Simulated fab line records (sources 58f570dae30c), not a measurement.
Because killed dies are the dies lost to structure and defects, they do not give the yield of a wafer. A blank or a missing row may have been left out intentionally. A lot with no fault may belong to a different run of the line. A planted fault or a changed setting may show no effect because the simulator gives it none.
Which tool is to blame?	flow berkeleyCmos170	7 lots, 21 wafers sampled, at 1 step of a route of 331

## WHAT THE GAUGES READ, wafer by wafer
UCB170_NSD_TW_MEAS_10.
lot	measured	on	NSD_TW
L977	day 8 16:17	filmMetro-04	4280 4280 4264
L980	day 8 17:02	filmMetro-04	4264 4287 4264
L982	day 10 02:33	filmMetro-01	4167 4159 4158
L988	day 10 14:39	filmMetro-04	4249 4239 4269
L992	day 11 16:08	filmMetro-01	4133 4133 4130
L994	day 12 21:04	filmMetro-04	4280 4259 4236
L995	day 13 02:50	filmMetro-02	4170 4195 4183

## WHAT TOOL EACH LOT RAN ON (gives the tool, then ch and the chambers of the sampled wafers, and finally the start)
No process step before these readings appears in the record.

## THE ANSWER, worked out from the rows above alone
Rule: what is usual is taken from the lots themselves. The widest of any qualifying gaps counts: lots, ordered by their means at a reading, are off when they make up no more than a third of the lots, leave a main group of 4 or more, and stand apart from it by 3 or more times the standard deviation of that group's means. The tables above print the reading to a certain number of digits; a main group whose means all agree to those digits is not used. A lot without any number at a reading at which 4 lots or more have one is off too. The other lots that the step has rows for count as sound.
None of the lots is off at any reading shown; this tells nothing.

## WHAT HAD BEEN PUT IN BY THE SIMULATOR
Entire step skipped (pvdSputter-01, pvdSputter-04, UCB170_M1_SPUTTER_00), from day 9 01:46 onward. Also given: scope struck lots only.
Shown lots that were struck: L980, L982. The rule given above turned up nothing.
